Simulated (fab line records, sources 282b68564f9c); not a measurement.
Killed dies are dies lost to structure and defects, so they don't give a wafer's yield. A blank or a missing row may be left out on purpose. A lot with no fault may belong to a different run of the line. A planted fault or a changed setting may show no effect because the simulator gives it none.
What tool caused it? ; flow rit cmos ; 39 wafers from 13 lots sampled at 2 of the route's 202 steps

WHAT THE GAUGES READ, wafer by wafer
RIT_GATE_THK_MEAS_09.
lot;measured;on;GATE_POLY_THK (nm)
L346;day 2 19:09;film metro-04;249.5 250.3 248.6
L347;day 2 22:26;film metro-04;248.8 246.3 247.3
L349;day 3 08:10;film metro-04;249.4 247.5 247.1
L350;day 3 13:07;film metro-04;246.9 249.5 249.4
L352;day 3 22:28;film metro-01;253.2 254.3 253.8
L353;day 4 05:18;film metro-01;249.1 251.4 253.1
L355;day 4 13:49;film metro-03;246.1 248.7 247.8
L356;day 4 18:04;film metro-01;247.2 248.2 248.7
L357;day 4 23:49;film metro-01;245.7 245.2 247.0
L358;day 5 05:13;film metro-01;251.0 252.7 251.4
L359;day 5 09:11;film metro-03;353.5 353.5 353.0
L361;day 5 19:49;film metro-04;253.1 250.0 249.6
L362;day 6 00:28;film metro-03;247.4 246.0 244.5

EACH LOT AND THE TOOL THAT RAN IT (in order: tool; ch and the chambers of the sampled wafers; start)
lot;RIT_GATE_CVD_08
L346;lpcvd-01 ch 1, day 2 17:31
L347;lpcvd-02 ch 1, day 2 20:49
L349;lpcvd-01 ch 0, day 3 06:32
L350;lpcvd-01 ch 1, day 3 11:29
L352;lpcvd-02 ch 0, day 3 20:50
L353;lpcvd-02 ch 0, day 4 03:41
L355;lpcvd-01 ch 0, day 4 12:12
L356;lpcvd-02 ch 1, day 4 16:26
L357;lpcvd-02 ch 1, day 4 22:11
L358;lpcvd-01 ch 1, day 5 03:36
L359;lpcvd-01 ch 1, day 5 07:32
L361;lpcvd-02 ch 1, day 5 18:10
L362;lpcvd-02 ch 1, day 5 22:51
- RIT_GATE_CVD_08: deposits poly-Si from SiH4, target thk 250 nm, time 2220 s.

AS READ BY THE TOOLS THEMSELVES (means over the sampled wafers that have a number; for cases with no such wafer, the mark the record gives instead)
RIT_GATE_CVD_08.
lot;tool;sih4 flow sccm (sccm);spike tc centre C (C);spike tc load C (C);spike tc source C (C);susceptor temp C (C)
L346;lpcvd-01;99.9;612.1;635.2;630;610.04
L347;lpcvd-02;100.1;611.8;631.1;622;610.11
L349;lpcvd-01;99.8;611.0;630.0;626;610.00
L350;lpcvd-01;100.3;612.5;636.0;629;609.93
L352;lpcvd-02;100.0;611.2;636.3;634;610.10
L353;lpcvd-02;100.1;611.7;635.8;633;609.99
L355;lpcvd-01;100.1;611.0;629.8;625;609.99
L356;lpcvd-02;100.6;612.8;630.6;623;609.91
L357;lpcvd-02;100.0;612.7;630.4;622;609.81
L358;lpcvd-01;99.8;610.9;634.0;629;609.97
L359;lpcvd-01;99.6;626.4;649.8;644;625.38
L361;lpcvd-02;99.7;612.6;630.7;622;609.70
L362;lpcvd-02;99.9;611.4;631.7;622;610.16

THE ANSWER, worked out from the rows above alone
Rule: the lots themselves supply what counts as usual. The widest of any qualifying gaps counts: lots, ordered by their means at a reading, are off when they make up no more than a third of the lots, leave a main group of 4 or more, and stand apart from it by 3 or more times the standard deviation of that group's means. The tables above print the reading to a certain number of digits; a main group whose means all agree to those digits is not used. Also off: a lot with no number at a reading for which 4 or more lots have one. Any other lot the step has rows for is counted as sound. First the gauges in route order, then the tools' own readings, where a lot's mean is used as printed above. The first step at which some lot is off is used, and at that step the reading that is off furthest; a lot without a number counts as furthest.
Off: L359, at RIT_GATE_THK_MEAS_09 (GATE_POLY_THK). Main group: mean 249.1 nm, sd 2.3.
A tool fits if, at a process step before that reading, it ran every lot that is off, and no sound lot after the first of them. Not tried: the gauges at RIT_GATE_THK_MEAS_09; whatever is off there is also off at RIT_GATE_CVD_08, on other tools, and gauge error can't account for it. One fits: lpcvd-01 at RIT_GATE_CVD_08. A fault onset in the window from L358 (day 5 03:36, its last sound lot) to L359 (day 5 07:32, its first lot off) fits.
The tool's own readings at RIT_GATE_CVD_08 bear it out: on the lots that are off they differ by more than 5 times the standard deviation of the sound lots' means. spike tc centre C reads 626.4 C there against 611.8 C on the sound lots; spike tc load C reads 649.8 C there against 632.6 C on the sound lots; susceptor temp C reads 625.38 C there against 609.98 C on the sound lots.

WHAT HAD BEEN PUT IN BY THE SIMULATOR
lpcvd-01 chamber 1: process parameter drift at RIT_GATE_CVD_08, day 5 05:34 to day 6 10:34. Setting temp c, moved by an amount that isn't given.
Lots struck among those shown: L359. Same finding as the rule above.
